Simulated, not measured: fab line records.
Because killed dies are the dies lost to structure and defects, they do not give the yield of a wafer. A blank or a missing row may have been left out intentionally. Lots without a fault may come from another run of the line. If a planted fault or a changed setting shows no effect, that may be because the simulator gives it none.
Which tool did it? || flow berkeley cmos170 || 14 lots, 42 wafers sampled, at 3 steps of a route of 331

== WHAT THE GAUGES READ, wafer by wafer ==
UCB170_GATE_THK_MEAS_02. Usual: GATE_OXIDE_THK 6.64 nm, standard deviation 0.16.
{"lot": "L590", "measured": "day 5 17:59", "on": "film metro-03", "GATE_OXIDE_THK (nm)": "6.94 6.83 6.77", "flag": ""}
{"lot": "L587", "measured": "day 5 18:00", "on": "film metro-02", "GATE_OXIDE_THK (nm)": "6.71 6.57 6.66", "flag": ""}
{"lot": "L592", "measured": "day 6 12:17", "on": "film metro-01", "GATE_OXIDE_THK (nm)": "6.70 6.76 6.67", "flag": ""}
{"lot": "L593", "measured": "day 6 12:17", "on": "film metro-03", "GATE_OXIDE_THK (nm)": "6.77 6.77 6.70", "flag": ""}
{"lot": "L591", "measured": "day 6 12:19", "on": "film metro-02", "GATE_OXIDE_THK (nm)": "6.84 6.75 6.83", "flag": ""}
{"lot": "L594", "measured": "day 7 00:18", "on": "film metro-03", "GATE_OXIDE_THK (nm)": "6.80 6.69 6.66", "flag": ""}
{"lot": "L595", "measured": "day 7 00:18", "on": "film metro-02", "GATE_OXIDE_THK (nm)": "6.59 6.60 6.62", "flag": ""}
{"lot": "L599", "measured": "day 7 17:19", "on": "film metro-03", "GATE_OXIDE_THK (nm)": "6.74 6.85 6.63", "flag": ""}
{"lot": "L603", "measured": "day 9 04:26", "on": "film metro-03", "GATE_OXIDE_THK (nm)": "6.35 6.17 6.41", "flag": ""}
{"lot": "L605", "measured": "day 9 04:26", "on": "film metro-02", "GATE_OXIDE_THK (nm)": "6.40 6.32 6.37", "flag": ""}
{"lot": "L606", "measured": "day 9 22:59", "on": "film metro-02", "GATE_OXIDE_THK (nm)": "6.71 6.69 6.85", "flag": ""}
{"lot": "L608", "measured": "day 9 22:59", "on": "film metro-01", "GATE_OXIDE_THK (nm)": "6.61 6.55 6.68", "flag": ""}
{"lot": "L607", "measured": "day 9 23:01", "on": "film metro-01", "GATE_OXIDE_THK (nm)": "6.63 6.71 6.59", "flag": ""}
{"lot": "L609", "measured": "day 10 06:38", "on": "film metro-01", "GATE_OXIDE_THK (nm)": "6.70 6.76 6.63", "flag": ""}

UCB170_GATE_THK_MEAS_05. Usual: GATE_POLY_THK 213.7 nm, standard deviation 2.3.
{"lot": "L590", "measured": "day 5 21:07", "on": "film metro-02", "GATE_POLY_THK (nm)": "213.6 213.2 212.3", "flag": ""}
{"lot": "L587", "measured": "day 5 21:08", "on": "film metro-01", "GATE_POLY_THK (nm)": "212.6 213.1 211.8", "flag": ""}
{"lot": "L592", "measured": "day 6 18:07", "on": "film metro-02", "GATE_POLY_THK (nm)": "211.6 213.0 210.7", "flag": ""}
{"lot": "L593", "measured": "day 6 18:07", "on": "film metro-03", "GATE_POLY_THK (nm)": "212.7 211.5 212.0", "flag": ""}
{"lot": "L591", "measured": "day 6 18:07", "on": "film metro-01", "GATE_POLY_THK (nm)": "215.1 216.0 214.5", "flag": ""}
{"lot": "L594", "measured": "day 7 04:32", "on": "film metro-01", "GATE_POLY_THK (nm)": "214.4 215.1 215.6", "flag": ""}
{"lot": "L595", "measured": "day 7 04:32", "on": "film metro-03", "GATE_POLY_THK (nm)": "219.1 218.3 216.9", "flag": ""}
{"lot": "L599", "measured": "day 8 01:47", "on": "film metro-03", "GATE_POLY_THK (nm)": "213.6 212.6 213.9", "flag": ""}
{"lot": "L603", "measured": "day 9 11:08", "on": "film metro-02", "GATE_POLY_THK (nm)": "354.6 354.1 355.3", "flag": "OFF"}
{"lot": "L605", "measured": "day 9 11:08", "on": "film metro-03", "GATE_POLY_THK (nm)": "353.9 355.5 356.6", "flag": "OFF"}
{"lot": "L606", "measured": "day 10 04:01", "on": "film metro-01", "GATE_POLY_THK (nm)": "210.0 207.5 210.4", "flag": ""}
{"lot": "L608", "measured": "day 10 04:01", "on": "film metro-02", "GATE_POLY_THK (nm)": "216.4 215.7 214.7", "flag": ""}
{"lot": "L607", "measured": "day 10 03:59", "on": "film metro-03", "GATE_POLY_THK (nm)": "214.6 212.6 213.7", "flag": ""}
{"lot": "L609", "measured": "day 10 12:50", "on": "film metro-01", "GATE_POLY_THK (nm)": "209.0 209.3 209.2", "flag": ""}

== WHICH TOOL RAN EACH LOT (tool, then ch and the chambers of the sampled wafers, then the start) ==
{"lot": "L590", "UCB170_GATE_CVD_04": "lpcvd-01 ch 0, day 5 19:43"}
{"lot": "L587", "UCB170_GATE_CVD_04": "lpcvd-01 ch 1, day 5 19:43"}
{"lot": "L592", "UCB170_GATE_CVD_04": "lpcvd-01 ch 0, day 6 16:42"}
{"lot": "L593", "UCB170_GATE_CVD_04": "lpcvd-01 ch 0, day 6 16:42"}
{"lot": "L591", "UCB170_GATE_CVD_04": "lpcvd-01 ch 1, day 6 16:42"}
{"lot": "L594", "UCB170_GATE_CVD_04": "lpcvd-02 ch 0, day 7 03:07"}
{"lot": "L595", "UCB170_GATE_CVD_04": "lpcvd-02 ch 0, day 7 03:07"}
{"lot": "L599", "UCB170_GATE_CVD_04": "lpcvd-02 ch 1, day 8 00:22"}
{"lot": "L603", "UCB170_GATE_CVD_04": "lpcvd-01 ch 0, day 9 09:43"}
{"lot": "L605", "UCB170_GATE_CVD_04": "lpcvd-01 ch 0, day 9 09:43"}
{"lot": "L606", "UCB170_GATE_CVD_04": "lpcvd-02 ch 1, day 10 02:35"}
{"lot": "L608", "UCB170_GATE_CVD_04": "lpcvd-02 ch 0, day 10 02:35"}
{"lot": "L607", "UCB170_GATE_CVD_04": "lpcvd-02 ch 0, day 10 02:35"}
{"lot": "L609", "UCB170_GATE_CVD_04": "lpcvd-02 ch 0, day 10 11:26"}
- UCB170_GATE_CVD_04: deposits poly-Si from SiH4, time 1440 s, target thk 214 nm.

== WHAT THE TOOLS THEMSELVES READ (means of the sampled wafers that have a number; where no wafer has one, the mark that the record gives instead) ==
UCB170_GATE_CVD_04. Usual: spike tc centre C at 612.3 C, with a standard deviation of 2.2.
{"lot": "L590", "tool": "lpcvd-01", "spike tc centre C (C)": 612.3, "flag": ""}
{"lot": "L587", "tool": "lpcvd-01", "spike tc centre C (C)": 613.8, "flag": ""}
{"lot": "L592", "tool": "lpcvd-01", "spike tc centre C (C)": 611.3, "flag": ""}
{"lot": "L593", "tool": "lpcvd-01", "spike tc centre C (C)": 610.3, "flag": ""}
{"lot": "L591", "tool": "lpcvd-01", "spike tc centre C (C)": 613.7, "flag": ""}
{"lot": "L594", "tool": "lpcvd-02", "spike tc centre C (C)": 610.2, "flag": ""}
{"lot": "L595", "tool": "lpcvd-02", "spike tc centre C (C)": 610.6, "flag": ""}
{"lot": "L599", "tool": "lpcvd-02", "spike tc centre C (C)": 616.1, "flag": ""}
{"lot": "L603", "tool": "lpcvd-01", "spike tc centre C (C)": 611.3, "flag": ""}
{"lot": "L605", "tool": "lpcvd-01", "spike tc centre C (C)": 612.1, "flag": ""}
{"lot": "L606", "tool": "lpcvd-02", "spike tc centre C (C)": 615.2, "flag": ""}
{"lot": "L608", "tool": "lpcvd-02", "spike tc centre C (C)": 610.3, "flag": ""}
{"lot": "L607", "tool": "lpcvd-02", "spike tc centre C (C)": 610.9, "flag": ""}
{"lot": "L609", "tool": "lpcvd-02", "spike tc centre C (C)": 610.9, "flag": ""}

== THE ANSWER, worked out from the rows above alone ==
Rule: lot off if the mean of its wafers having a number is beyond 3 standard deviations from the usual mean. Also off: a lot with no number at a reading for which 4 or more lots have one. Where the step has rows for the other lots, those lots are counted as sound. First the gauges in route order, then the tools' own readings, where a lot's mean is used as printed above. The first step at which some lot is off is used, and at that step the reading that is off furthest; a lot without a number counts as furthest.
Off: L603, L605, at UCB170_GATE_THK_MEAS_05 (GATE_POLY_THK).
If a tool, at a process step before that reading, ran all the lots that are off and no sound lot after the first of them, it fits. Gauges at UCB170_GATE_THK_MEAS_05: tried the same way as those tools. One fits: lpcvd-01 at UCB170_GATE_CVD_04. A fault onset in the window from L591 (day 6 16:42, its last sound lot) to L603 (day 9 09:43, its first lot off) fits.

== WHAT THE SIMULATOR HAD INSERTED ==
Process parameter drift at UCB170_GATE_CVD_04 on lpcvd-01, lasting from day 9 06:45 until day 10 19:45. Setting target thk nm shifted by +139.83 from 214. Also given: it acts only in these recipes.
Shown lots that were struck: L603, L605. The rule above reached the same finding.
